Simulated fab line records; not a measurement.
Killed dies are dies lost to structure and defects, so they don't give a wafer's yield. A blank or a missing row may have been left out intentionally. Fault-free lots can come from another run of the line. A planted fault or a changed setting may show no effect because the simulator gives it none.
Which tool did it? || flow rit_cmos || 42 wafers from 14 lots sampled at 2 of the route's 202 steps

== WHAT THE GAUGES SHOWED, per wafer ==
RIT_M1_CD_MEAS_09: target cd 2600 nm.
{"lot": "L917", "measured": "day 3 08:52", "on": "cd_sem-02", "cd_nm (nm)": "2602.0 2603.7 2603.2"}
{"lot": "L918", "measured": "day 3 13:07", "on": "cd_sem-02", "cd_nm (nm)": "2601.6 2602.2 2602.3"}
{"lot": "L919", "measured": "day 3 16:05", "on": "cd_sem-02", "cd_nm (nm)": "2600.2 2598.2 2597.6"}
{"lot": "L920", "measured": "day 3 21:10", "on": "cd_sem-02", "cd_nm (nm)": "2603.4 2600.9 2601.1"}
{"lot": "L921", "measured": "day 4 03:46", "on": "cd_sem-02", "cd_nm (nm)": "2600.7 2599.7 2599.1"}
{"lot": "L922", "measured": "day 4 09:28", "on": "cd_sem-02", "cd_nm (nm)": "2601.3 2602.3 2599.8"}
{"lot": "L924", "measured": "day 4 17:20", "on": "cd_sem-02", "cd_nm (nm)": "2596.8 2596.2 2597.2"}
{"lot": "L925", "measured": "day 4 22:05", "on": "cd_sem-02", "cd_nm (nm)": "2599.7 2602.2 2598.8"}
{"lot": "L926", "measured": "day 5 04:15", "on": "cd_sem-02", "cd_nm (nm)": "2598.4 2601.1 2600.4"}
{"lot": "L929", "measured": "day 5 17:46", "on": "cd_sem-02", "cd_nm (nm)": "2599.5 2597.4 2598.7"}
{"lot": "L934", "measured": "day 6 21:55", "on": "cd_sem-01", "cd_nm (nm)": "2612.7 2612.1 2613.0 2612.8 2611.8 2613.2"}
{"lot": "L935", "measured": "day 7 06:12", "on": "cd_sem-01", "cd_nm (nm)": "2612.0 2613.6 2613.2 2612.0 2613.6 2613.4"}
{"lot": "L939", "measured": "day 7 22:02", "on": "cd_sem-02", "cd_nm (nm)": "2597.4 2599.4 2598.1"}
{"lot": "L940", "measured": "day 8 02:16", "on": "cd_sem-02", "cd_nm (nm)": "2598.9 2601.4 2601.5"}

== WHICH TOOL RAN EACH LOT (tool, then ch and the chambers of the sampled wafers, then the start) ==
{"lot": "L917", "RIT_M1_EXPOSE_06": "iline_stepper-02 ch 0, day 3 08:26"}
{"lot": "L918", "RIT_M1_EXPOSE_06": "iline_stepper-01 ch 0, day 3 12:41"}
{"lot": "L919", "RIT_M1_EXPOSE_06": "iline_stepper-01 ch 0, day 3 15:39"}
{"lot": "L920", "RIT_M1_EXPOSE_06": "iline_stepper-02 ch 0, day 3 20:44"}
{"lot": "L921", "RIT_M1_EXPOSE_06": "iline_stepper-01 ch 0, day 4 03:20"}
{"lot": "L922", "RIT_M1_EXPOSE_06": "iline_stepper-02 ch 0, day 4 08:44"}
{"lot": "L924", "RIT_M1_EXPOSE_06": "iline_stepper-01 ch 0, day 4 16:55"}
{"lot": "L925", "RIT_M1_EXPOSE_06": "iline_stepper-02 ch 0, day 4 21:39"}
{"lot": "L926", "RIT_M1_EXPOSE_06": "iline_stepper-01 ch 0, day 5 03:41"}
{"lot": "L929", "RIT_M1_EXPOSE_06": "iline_stepper-02 ch 0, day 5 17:20"}
{"lot": "L934", "RIT_M1_EXPOSE_06": "iline_stepper-01 ch 0, day 6 21:27"}
{"lot": "L935", "RIT_M1_EXPOSE_06": "iline_stepper-01 ch 0, day 7 05:46"}
{"lot": "L939", "RIT_M1_EXPOSE_06": "iline_stepper-02 ch 0, day 7 21:32"}
{"lot": "L940", "RIT_M1_EXPOSE_06": "iline_stepper-02 ch 0, day 8 01:44"}
- RIT_M1_EXPOSE_06: exposes mask M12, target cd 2600 nm.

== WHAT THE TOOLS THEMSELVES READ (means of the sampled wafers that have a number; where no wafer has one, the mark that the record gives instead) ==
RIT_M1_EXPOSE_06.
{"lot": "L917", "tool": "iline_stepper-02", "exposure_dose_mJ_cm2": 251.9}
{"lot": "L918", "tool": "iline_stepper-01", "exposure_dose_mJ_cm2": 254.0}
{"lot": "L919", "tool": "iline_stepper-01", "exposure_dose_mJ_cm2": 253.7}
{"lot": "L920", "tool": "iline_stepper-02", "exposure_dose_mJ_cm2": 251.9}
{"lot": "L921", "tool": "iline_stepper-01", "exposure_dose_mJ_cm2": 254.0}
{"lot": "L922", "tool": "iline_stepper-02", "exposure_dose_mJ_cm2": 251.6}
{"lot": "L924", "tool": "iline_stepper-01", "exposure_dose_mJ_cm2": 253.8}
{"lot": "L925", "tool": "iline_stepper-02", "exposure_dose_mJ_cm2": 251.8}
{"lot": "L926", "tool": "iline_stepper-01", "exposure_dose_mJ_cm2": 253.7}
{"lot": "L929", "tool": "iline_stepper-02", "exposure_dose_mJ_cm2": 251.5}
{"lot": "L934", "tool": "iline_stepper-01", "exposure_dose_mJ_cm2": 239.7}
{"lot": "L935", "tool": "iline_stepper-01", "exposure_dose_mJ_cm2": 242.3}
{"lot": "L939", "tool": "iline_stepper-02", "exposure_dose_mJ_cm2": 251.8}
{"lot": "L940", "tool": "iline_stepper-02", "exposure_dose_mJ_cm2": 251.7}

== THE ANSWER, worked out from the rows above alone ==
Rule: usual is defined by the lots themselves. Put in order of their means at a reading, lots are off if they are a third of the lots or fewer, leave a main group of 4 or more, and stand apart from it by a gap of 3 or more times the standard deviation of the main group's means; of several such gaps the widest counts. Not used: any main group whose means are identical at the precision the tables above print for the reading. Also off: a lot with no number at a reading for which 4 or more lots have one. All remaining lots with rows at the step are treated as sound. After the gauges, taken in route order, come the tools' own readings; for these a lot's mean is taken, as printed above. At the first step where some lot is off, the reading lying furthest off is the one used; lots without a number count as furthest.
Off: L934, L935, at RIT_M1_CD_MEAS_09 (cd_nm). Mean 2600.1 nm and standard deviation 1.7 in the main group.
If a tool, at a process step before that reading, ran all the lots that are off and no sound lot after the first of them, it fits. The gauges at RIT_M1_CD_MEAS_09 aren't tried: what is off there is off at RIT_M1_EXPOSE_06 too, on other tools, and a gauge's error can't cause that. One fits: iline_stepper-01 at RIT_M1_EXPOSE_06. A fault onset in the window from L926 (day 5 03:41, its last sound lot) to L934 (day 6 21:27, its first lot off) fits.
On the lots that are off, the tool's own readings at RIT_M1_EXPOSE_06 differ by more than 5 times the standard deviation of the sound lots' means, which bears it out; exposure_dose_mJ_cm2 reads 241.0 there versus 252.6 on the sound lots.

== WHAT WAS PUT IN BY THE SIMULATOR ==
Drift in process parameters on iline_stepper-01 at RIT_M1_EXPOSE_06, starting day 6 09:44. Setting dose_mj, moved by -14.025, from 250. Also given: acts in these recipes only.
Lots struck among those shown: L934, L935. The rule above found the same.
